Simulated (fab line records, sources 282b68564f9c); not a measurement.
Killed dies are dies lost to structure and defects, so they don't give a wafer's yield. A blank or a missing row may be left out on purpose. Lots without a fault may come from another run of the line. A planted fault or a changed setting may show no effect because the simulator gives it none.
Which tool did it? | flow rit_cmos | 14 lots, 42 wafers sampled, at 3 steps of a route of 202

WHAT THE GAUGES READ, wafer by wafer
RIT_PLDD_TW_MEAS_10.
lot  | measured    | on            | PLDD_TW
L478 | day 3 06:13 | film_metro-04 | 2329 2340 2343
L479 | day 3 10:17 | film_metro-01 | 2363 2351 2362
L480 | day 3 14:36 | film_metro-02 | 2311 2292 2298
L482 | day 4 03:13 | film_metro-01 | 2366 2362 2355
L485 | day 4 18:40 | film_metro-04 | 2336 2341 2335
L486 | day 4 19:04 | film_metro-04 | 1460 1471 1471
L487 | day 5 00:56 | film_metro-01 | 1482 1476 1475
L491 | day 5 17:56 | film_metro-01 | 2349 2354 2357
L493 | day 6 06:40 | film_metro-01 | 2351 2363 2358
L494 | day 6 09:01 | film_metro-02 | 2305 2305 2312
L496 | day 6 22:55 | film_metro-04 | 2330 2337 2322
L498 | day 7 20:49 | film_metro-02 | 2315 2303 2311
L500 | day 7 21:05 | film_metro-01 | 2367 2355 2347
L501 | day 8 05:48 | film_metro-04 | 2327 2332 2325

RIT_SDANNEAL_RS_MEAS_06: measures by four-point-probe.
lot  | measured    | on            | PLDD_RS (ohm/sq)
L478 | day 3 12:17 | film_metro-02 | 179.1 178.9 179.1
L479 | day 3 16:35 | film_metro-02 | 178.9 178.8 179.0
L480 | day 3 20:56 | film_metro-01 | 178.9 179.6 178.8
L482 | day 4 09:29 | film_metro-04 | 178.3 178.6 178.4
L485 | day 5 01:14 | film_metro-02 | 179.3 179.6 179.0
L486 | day 5 01:38 | film_metro-04 | 612.6 614.0 606.5
L487 | day 5 07:26 | film_metro-02 | 611.1 604.8 610.9
L491 | day 6 00:12 | film_metro-04 | 178.2 178.4 178.4
L493 | day 6 12:46 | film_metro-02 | 178.9 179.1 178.6
L494 | day 6 15:10 | film_metro-04 | 179.4 179.5 178.7
L496 | day 7 07:56 | film_metro-02 | 178.9 178.9 178.9
L498 | day 8 04:22 | film_metro-02 | 178.3 178.1 178.2
L500 | day 8 04:47 | film_metro-04 | 178.2 178.3 178.1
L501 | day 8 12:04 | film_metro-01 | 179.0 179.5 179.5

WHICH TOOL RAN EACH LOT (tool, then ch and the chambers of the sampled wafers, then the start)
lot  | RIT_PLDD_IMPLANT_08
L478 | implanter-03 ch 0, day 3 05:54
L479 | implanter-02 ch 0, day 3 09:57
L480 | implanter-01 ch 0, day 3 14:17
L482 | implanter-02 ch 0, day 4 02:54
L485 | implanter-02 ch 0, day 4 18:21
L486 | implanter-01 ch 0, day 4 18:46
L487 | implanter-01 ch 0, day 5 00:39
L491 | implanter-02 ch 0, day 5 17:37
L493 | implanter-03 ch 0, day 6 06:20
L494 | implanter-02 ch 0, day 6 08:44
L496 | implanter-03 ch 0, day 6 22:35
L498 | implanter-02 ch 0, day 7 20:31
L500 | implanter-03 ch 0, day 7 20:49
L501 | implanter-02 ch 0, day 8 05:29
- RIT_PLDD_IMPLANT_08

WHAT THE TOOLS THEMSELVES READ (means of the sampled wafers that have a number; where no wafer has one, the mark that the record gives instead)
RIT_PLDD_IMPLANT_08.
lot  | tool         | beam_on_s (s) | dose_ions_cm2 | end_station_pressure_torr (Torr) | faraday_current_uA
L478 | implanter-03 | 9.94          | 9.003e+14     | 7.3e-06                          | 2841
L479 | implanter-02 | 9.89          | 9.001e+14     | 7.6e-06                          | 2847
L480 | implanter-01 | 9.91          | 9.003e+14     | 7.1e-06                          | 2848
L482 | implanter-02 | 10.02         | 9.002e+14     | 7.3e-06                          | 2809
L485 | implanter-02 | 9.98          | 9.003e+14     | 7.0e-06                          | 2822
L486 | implanter-01 | 10.02         | 1.799e+14     | 5.4e-06                          | 566
L487 | implanter-01 | 10.10         | 1.795e+14     | 5.4e-06                          | 562
L491 | implanter-02 | 10.04         | 9.008e+14     | 7.6e-06                          | 2810
L493 | implanter-03 | 9.97          | 9.000e+14     | 7.2e-06                          | 2828
L494 | implanter-02 | 10.12         | 9.004e+14     | 7.6e-06                          | 2794
L496 | implanter-03 | 9.94          | 9.002e+14     | 7.1e-06                          | 2833
L498 | implanter-02 | 9.85          | 9.007e+14     | 7.2e-06                          | 2854
L500 | implanter-03 | 10.17         | 9.005e+14     | 7.2e-06                          | 2772
L501 | implanter-02 | 10.13         | 8.991e+14     | 7.2e-06                          | 2782

THE ANSWER, worked out from the rows above alone
Rule: what is usual is taken from the lots themselves. Put in order of their means at a reading, lots are off if they are a third of the lots or fewer, leave a main group of 4 or more, and stand apart from it by a gap of 3 or more times the standard deviation of the main group's means; of several such gaps the widest counts. A main group whose means are all the same, to the digits that the tables above print for the reading, isn't used. A lot without any number at a reading at which 4 lots or more have one is off too. The other lots that the step has rows for count as sound. The gauges are gone through in route order, then the tools' own readings, and for those a lot's mean is taken as printed above. The first step at which some lot is off is used, and at that step the reading that is off furthest; a lot without a number counts as furthest.
Off: L486, L487, at RIT_PLDD_TW_MEAS_10 (PLDD_TW). The main group: mean 2336, standard deviation 21.
A tool fits if, at a process step before that reading, it ran every lot that is off, and no sound lot after the first of them. The gauges at RIT_PLDD_TW_MEAS_10 aren't tried: what is off there is off at RIT_PLDD_IMPLANT_08 too, on other tools, and a gauge's error can't cause that. One fits: implanter-01 at RIT_PLDD_IMPLANT_08. Its last sound lot is L480 (day 3 14:17), its first lot that is off L486 (day 4 18:46): a fault that began between those two fits.
The tool's own readings at RIT_PLDD_IMPLANT_08 bear it out: on the lots that are off they differ by more than 5 times the standard deviation of the sound lots' means. dose_ions_cm2 reads 1.797e+14 there against 9.002e+14 on the sound lots; end_station_pressure_torr reads 5.4e-06 Torr there against 7.3e-06 Torr on the sound lots; faraday_current_uA reads 564 there against 2820 on the sound lots.

WHAT THE SIMULATOR HAD PUT IN
Process parameter drift: implanter-01, from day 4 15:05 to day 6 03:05, at RIT_PLDD_IMPLANT_08. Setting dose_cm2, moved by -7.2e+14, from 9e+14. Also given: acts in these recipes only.
Lots struck among those shown: L486, L487. The rule above found the same.
